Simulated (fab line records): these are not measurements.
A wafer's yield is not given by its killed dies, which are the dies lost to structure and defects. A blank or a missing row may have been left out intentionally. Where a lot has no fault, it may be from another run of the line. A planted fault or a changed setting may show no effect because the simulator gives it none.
Which tool did it? || flow rit-cmos || Sampling: 13 lots, 39 wafers, 7 of 202 route steps

== WHAT THE GAUGES SHOWED, per wafer ==
RIT_NLDD_TW_MEAS_10.
{"lot": "L320", "measured": "day 3 06:32", "on": "film-metro-02", "NLDD_TW": "2490 2497 2489"}
{"lot": "L321", "measured": "day 3 10:34", "on": "film-metro-04", "NLDD_TW": "2462 2460 2458"}
{"lot": "L322", "measured": "day 3 18:05", "on": "film-metro-02", "NLDD_TW": "2509 2496 2504"}
{"lot": "L323", "measured": "day 3 20:38", "on": "film-metro-02", "NLDD_TW": "2519 2496 2483"}
{"lot": "L324", "measured": "day 3 20:52", "on": "film-metro-01", "NLDD_TW": "2501 2488 2493"}
{"lot": "L325", "measured": "day 4 05:38", "on": "film-metro-01", "NLDD_TW": "2516 2518 2505"}
{"lot": "L326", "measured": "day 4 08:35", "on": "film-metro-04", "NLDD_TW": "2452 2461 2460"}
{"lot": "L328", "measured": "day 4 21:06", "on": "film-metro-04", "NLDD_TW": "2460 2466 2468"}
{"lot": "L330", "measured": "day 5 03:50", "on": "film-metro-01", "NLDD_TW": "2494 2508 2495"}
{"lot": "L331", "measured": "day 5 10:18", "on": "film-metro-01", "NLDD_TW": "2483 2497 2497"}
{"lot": "L337", "measured": "day 6 15:48", "on": "film-metro-04", "NLDD_TW": "2484 2469 2479"}
{"lot": "L339", "measured": "day 7 02:21", "on": "film-metro-01", "NLDD_TW": "2491 2492 2490"}
{"lot": "L341", "measured": "day 7 10:40", "on": "film-metro-04", "NLDD_TW": "2468 2478 2478"}

RIT_PLDD_OVL_MEAS_06.
{"lot": "L320", "measured": "day 3 07:33", "on": "overlay-01", "PLDD_OVL (nm)": "-1.8 -4.4 -1.4"}
{"lot": "L321", "measured": "day 3 11:35", "on": "overlay-01", "PLDD_OVL (nm)": "-2.7 -2.1 -1.0"}
{"lot": "L322", "measured": "day 3 19:07", "on": "overlay-01", "PLDD_OVL (nm)": "-2.9 -2.2 -3.6"}
{"lot": "L323", "measured": "day 3 21:40", "on": "overlay-01", "PLDD_OVL (nm)": "-1.5 -2.8 -0.7"}
{"lot": "L324", "measured": "day 3 21:54", "on": "overlay-02", "PLDD_OVL (nm)": "-2.2 -1.8 -1.6"}
{"lot": "L325", "measured": "day 4 06:40", "on": "overlay-02", "PLDD_OVL (nm)": "0.3 0.8 0.3"}
{"lot": "L326", "measured": "day 4 09:38", "on": "overlay-01", "PLDD_OVL (nm)": "0.0 -2.1 -0.8"}
{"lot": "L328", "measured": "day 4 22:11", "on": "overlay-02", "PLDD_OVL (nm)": "-1.4 -1.5 -2.3"}
{"lot": "L330", "measured": "day 5 04:44", "on": "overlay-01", "PLDD_OVL (nm)": "-2.4 -1.3 -3.4"}
{"lot": "L331", "measured": "day 5 11:20", "on": "overlay-02", "PLDD_OVL (nm)": "-1.9 -1.5 -1.0"}
{"lot": "L337", "measured": "day 6 16:50", "on": "overlay-02", "PLDD_OVL (nm)": "-1.6 -1.8 -2.0"}
{"lot": "L339", "measured": "day 7 03:16", "on": "overlay-02", "PLDD_OVL (nm)": "0.5 0.8 1.1"}
{"lot": "L341", "measured": "day 7 11:41", "on": "overlay-02", "PLDD_OVL (nm)": "-3.3 -1.9 -2.5"}

RIT_M1_RS_MEAS_01: uses a four-point probe to measure.
{"lot": "L320", "measured": "day 3 17:37", "on": "film-metro-01", "M1_AL_RS (ohm/sq)": "0.0738 0.0742 0.0739"}
{"lot": "L321", "measured": "day 4 00:16", "on": "film-metro-02", "M1_AL_RS (ohm/sq)": "0.0731 0.0744 0.0731"}
{"lot": "L322", "measured": "day 4 05:45", "on": "film-metro-01", "M1_AL_RS (ohm/sq)": "0.0730 0.0738 0.0740"}
{"lot": "L323", "measured": "day 4 08:53", "on": "film-metro-02", "M1_AL_RS (ohm/sq)": "0.0739 0.0738 0.0740"}
{"lot": "L324", "measured": "day 4 09:05", "on": "film-metro-01", "M1_AL_RS (ohm/sq)": "0.0735 0.0731 0.0733"}
{"lot": "L325", "measured": "day 4 16:49", "on": "film-metro-01", "M1_AL_RS (ohm/sq)": "0.0725 0.0734 0.0727"}
{"lot": "L326", "measured": "day 4 19:58", "on": "film-metro-01", "M1_AL_RS (ohm/sq)": "0.0730 0.0734 0.0731"}
{"lot": "L328", "measured": "day 5 08:10", "on": "film-metro-02", "M1_AL_RS (ohm/sq)": "0.0717 0.0731 0.0722"}
{"lot": "L330", "measured": "day 5 15:03", "on": "film-metro-04", "M1_AL_RS (ohm/sq)": "0.0725 0.0731 0.0707"}
{"lot": "L331", "measured": "day 5 21:23", "on": "film-metro-04", "M1_AL_RS (ohm/sq)": "0.0738 0.0744 0.0739"}
{"lot": "L337", "measured": "day 7 04:37", "on": "film-metro-04", "M1_AL_RS (ohm/sq)": "0.0745 0.0751 0.0745"}
{"lot": "L339", "measured": "day 7 13:31", "on": "film-metro-04", "M1_AL_RS (ohm/sq)": "0.0736 0.0739 0.0739"}
{"lot": "L341", "measured": "day 7 22:05", "on": "film-metro-01", "M1_AL_RS (ohm/sq)": "0.0733 0.0728 0.0728"}

RIT_M1_THK_MEAS_02: measures by xrf.
{"lot": "L320", "measured": "day 3 17:43", "on": "film-metro-01", "M1_AL_THK (nm)": "399 399 398"}
{"lot": "L321", "measured": "day 4 00:23", "on": "film-metro-02", "M1_AL_THK (nm)": "401 396 403"}
{"lot": "L322", "measured": "day 4 05:52", "on": "film-metro-01", "M1_AL_THK (nm)": "402 400 397"}
{"lot": "L323", "measured": "day 4 09:00", "on": "film-metro-02", "M1_AL_THK (nm)": "399 398 398"}
{"lot": "L324", "measured": "day 4 09:13", "on": "film-metro-01", "M1_AL_THK (nm)": "397 402 401"}
{"lot": "L325", "measured": "day 4 16:56", "on": "film-metro-01", "M1_AL_THK (nm)": "401 400 403"}
{"lot": "L326", "measured": "day 4 20:05", "on": "film-metro-01", "M1_AL_THK (nm)": "402 400 404"}
{"lot": "L328", "measured": "day 5 08:17", "on": "film-metro-02", "M1_AL_THK (nm)": "409 404 407"}
{"lot": "L330", "measured": "day 5 15:09", "on": "film-metro-04", "M1_AL_THK (nm)": "406 402 418"}
{"lot": "L331", "measured": "day 5 21:30", "on": "film-metro-04", "M1_AL_THK (nm)": "399 394 399"}
{"lot": "L337", "measured": "day 7 04:44", "on": "film-metro-04", "M1_AL_THK (nm)": "396 394 393"}
{"lot": "L339", "measured": "day 7 13:38", "on": "film-metro-04", "M1_AL_THK (nm)": "400 398 399"}
{"lot": "L341", "measured": "day 7 22:12", "on": "film-metro-01", "M1_AL_THK (nm)": "403 407 406"}

RIT_M1_CD_MEAS_09: target cd 2600 nm.
{"lot": "L320", "measured": "day 3 18:53", "on": "cd-sem-01", "cd-nm (nm)": "2602.6 2603.2 2604.3"}
{"lot": "L321", "measured": "day 4 01:21", "on": "cd-sem-01", "cd-nm (nm)": "2598.5 2598.8 2600.1"}
{"lot": "L322", "measured": "day 4 06:49", "on": "cd-sem-02", "cd-nm (nm)": "2599.1 2597.2 2597.5"}
{"lot": "L323", "measured": "day 4 10:05", "on": "cd-sem-02", "cd-nm (nm)": "2597.2 2595.2 2596.3"}
{"lot": "L324", "measured": "day 4 10:18", "on": "cd-sem-01", "cd-nm (nm)": "2596.7 2595.2 2596.9"}
{"lot": "L325", "measured": "day 4 18:02", "on": "cd-sem-02", "cd-nm (nm)": "2598.1 2601.0 2598.1"}
{"lot": "L326", "measured": "day 4 21:12", "on": "cd-sem-01", "cd-nm (nm)": "2599.8 2601.0 2603.2"}
{"lot": "L328", "measured": "day 5 09:14", "on": "cd-sem-02", "cd-nm (nm)": "2600.5 2601.4 2599.0"}
{"lot": "L330", "measured": "day 5 16:07", "on": "cd-sem-02", "cd-nm (nm)": "2621.2 2620.0 2621.5"}
{"lot": "L331", "measured": "day 5 22:26", "on": "cd-sem-02", "cd-nm (nm)": "2600.3 2599.3 2600.5"}
{"lot": "L337", "measured": "day 7 05:40", "on": "cd-sem-02", "cd-nm (nm)": "2603.3 2605.5 2602.5"}
{"lot": "L339", "measured": "day 7 14:49", "on": "cd-sem-01", "cd-nm (nm)": "2600.1 2600.5 2601.5"}
{"lot": "L341", "measured": "day 7 23:18", "on": "cd-sem-01", "cd-nm (nm)": "2597.9 2597.8 2599.5"}

== WHAT TOOL EACH LOT RAN ON (gives the tool, then ch and the chambers of the sampled wafers, and finally the start) ==
{"lot": "L320", "RIT_PLDD_STRIP_09": "plasma-asher-04 ch 0,1, day 3 07:58", "RIT_M1_SPUTTER_00": "pvd-sputter-02, day 3 17:17"}
{"lot": "L321", "RIT_PLDD_STRIP_09": "plasma-asher-02 ch 0,1, day 3 11:56", "RIT_M1_SPUTTER_00": "pvd-sputter-04, day 3 23:58"}
{"lot": "L322", "RIT_PLDD_STRIP_09": "plasma-asher-02 ch 0,1, day 3 19:28", "RIT_M1_SPUTTER_00": "pvd-sputter-02, day 4 05:27"}
{"lot": "L323", "RIT_PLDD_STRIP_09": "plasma-asher-04 ch 0,1, day 3 22:00", "RIT_M1_SPUTTER_00": "pvd-sputter-01, day 4 08:35"}
{"lot": "L324", "RIT_PLDD_STRIP_09": "plasma-asher-02 ch 0,1, day 3 22:14", "RIT_M1_SPUTTER_00": "pvd-sputter-02, day 4 08:48"}
{"lot": "L325", "RIT_PLDD_STRIP_09": "plasma-asher-03 ch 0,1, day 4 07:00", "RIT_M1_SPUTTER_00": "pvd-sputter-04, day 4 16:31"}
{"lot": "L326", "RIT_PLDD_STRIP_09": "plasma-asher-03 ch 0,1, day 4 09:58", "RIT_M1_SPUTTER_00": "pvd-sputter-02, day 4 19:41"}
{"lot": "L328", "RIT_PLDD_STRIP_09": "plasma-asher-02 ch 0,1, day 4 22:31", "RIT_M1_SPUTTER_00": "pvd-sputter-02, day 5 07:53"}
{"lot": "L330", "RIT_PLDD_STRIP_09": "plasma-asher-03 ch 0,1, day 5 05:07", "RIT_M1_SPUTTER_00": "pvd-sputter-02, day 5 14:43"}
{"lot": "L331", "RIT_PLDD_STRIP_09": "plasma-asher-03 ch 0,1, day 5 11:44", "RIT_M1_SPUTTER_00": "pvd-sputter-01, day 5 21:05"}
{"lot": "L337", "RIT_PLDD_STRIP_09": "plasma-asher-03 ch 0,1, day 6 17:10", "RIT_M1_SPUTTER_00": "pvd-sputter-04, day 7 04:19"}
{"lot": "L339", "RIT_PLDD_STRIP_09": "plasma-asher-04 ch 0,1, day 7 03:36", "RIT_M1_SPUTTER_00": "pvd-sputter-04, day 7 13:13"}
{"lot": "L341", "RIT_PLDD_STRIP_09": "plasma-asher-02 ch 0,1, day 7 12:07", "RIT_M1_SPUTTER_00": "pvd-sputter-04, day 7 21:47"}
- RIT_PLDD_STRIP_09: strips in O2, time 180 s.
- RIT_M1_SPUTTER_00: material Al, target thk 400 nm, time 500 s.

== WHAT THE TOOLS THEMSELVES READ (means of the sampled wafers that have a number; where no wafer has one, the mark that the record gives instead) ==
RIT_PLDD_STRIP_09.
{"lot": "L320", "tool": "plasma-asher-04", "drypump-motor-current-A (A)": 5.7}
{"lot": "L321", "tool": "plasma-asher-02", "drypump-motor-current-A (A)": 5.8}
{"lot": "L322", "tool": "plasma-asher-02", "drypump-motor-current-A (A)": 5.8}
{"lot": "L323", "tool": "plasma-asher-04", "drypump-motor-current-A (A)": 5.3}
{"lot": "L324", "tool": "plasma-asher-02", "drypump-motor-current-A (A)": 5.8}
{"lot": "L325", "tool": "plasma-asher-03", "drypump-motor-current-A (A)": 6.4}
{"lot": "L326", "tool": "plasma-asher-03", "drypump-motor-current-A (A)": 6.4}
{"lot": "L328", "tool": "plasma-asher-02", "drypump-motor-current-A (A)": 5.8}
{"lot": "L330", "tool": "plasma-asher-03", "drypump-motor-current-A (A)": 6.4}
{"lot": "L331", "tool": "plasma-asher-03", "drypump-motor-current-A (A)": 6.3}
{"lot": "L337", "tool": "plasma-asher-03", "drypump-motor-current-A (A)": 6.4}
{"lot": "L339", "tool": "plasma-asher-04", "drypump-motor-current-A (A)": 5.3}
{"lot": "L341", "tool": "plasma-asher-02", "drypump-motor-current-A (A)": 5.8}

RIT_M1_SPUTTER_00.
{"lot": "L320", "tool": "pvd-sputter-02", "throttle-valve-pct (%)": 29.2}
{"lot": "L321", "tool": "pvd-sputter-04", "throttle-valve-pct (%)": 30.1}
{"lot": "L322", "tool": "pvd-sputter-02", "throttle-valve-pct (%)": 30.0}
{"lot": "L323", "tool": "pvd-sputter-01", "throttle-valve-pct (%)": 29.5}
{"lot": "L324", "tool": "pvd-sputter-02", "throttle-valve-pct (%)": 30.0}
{"lot": "L325", "tool": "pvd-sputter-04", "throttle-valve-pct (%)": 29.7}
{"lot": "L326", "tool": "pvd-sputter-02", "throttle-valve-pct (%)": 30.0}
{"lot": "L328", "tool": "pvd-sputter-02", "throttle-valve-pct (%)": 30.5}
{"lot": "L330", "tool": "pvd-sputter-02", "throttle-valve-pct (%)": 30.6}
{"lot": "L331", "tool": "pvd-sputter-01", "throttle-valve-pct (%)": 30.6}
{"lot": "L337", "tool": "pvd-sputter-04", "throttle-valve-pct (%)": 30.0}
{"lot": "L339", "tool": "pvd-sputter-04", "throttle-valve-pct (%)": 29.8}
{"lot": "L341", "tool": "pvd-sputter-04", "throttle-valve-pct (%)": 30.6}

== THE ANSWER, worked out from the rows above alone ==
Rule: usual is defined by the lots themselves. Put in order of their means at a reading, lots are off if they are a third of the lots or fewer, leave a main group of 4 or more, and stand apart from it by a gap of 3 or more times the standard deviation of the main group's means; of several such gaps the widest counts. If all means in a main group match to the digits the tables above print for the reading, that group is not used. Also off: a lot with no number at a reading for which 4 or more lots have one. The other lots that the step has rows for count as sound. First the gauges in route order, then the tools' own readings, where a lot's mean is used as printed above. At the first step where some lot is off, the reading lying furthest off is the one used; lots without a number count as furthest.
Off: L330, at RIT_M1_CD_MEAS_09 (cd-nm). Mean 2599.7 nm and standard deviation 2.3 in the main group.
If a tool, at a process step before that reading, ran all the lots that are off and no sound lot after the first of them, it fits. Those tools and the gauges at RIT_M1_CD_MEAS_09 are tried in the same way. One fits: pvd-sputter-02 at RIT_M1_SPUTTER_00. A fault onset in the window from L328 (day 5 07:53, its last sound lot) to L330 (day 5 14:43, its first lot off) fits.

== WHAT WAS PUT IN BY THE SIMULATOR ==
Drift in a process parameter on pvd-sputter-02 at RIT_M1_SPUTTER_00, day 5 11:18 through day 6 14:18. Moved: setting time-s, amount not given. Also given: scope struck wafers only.
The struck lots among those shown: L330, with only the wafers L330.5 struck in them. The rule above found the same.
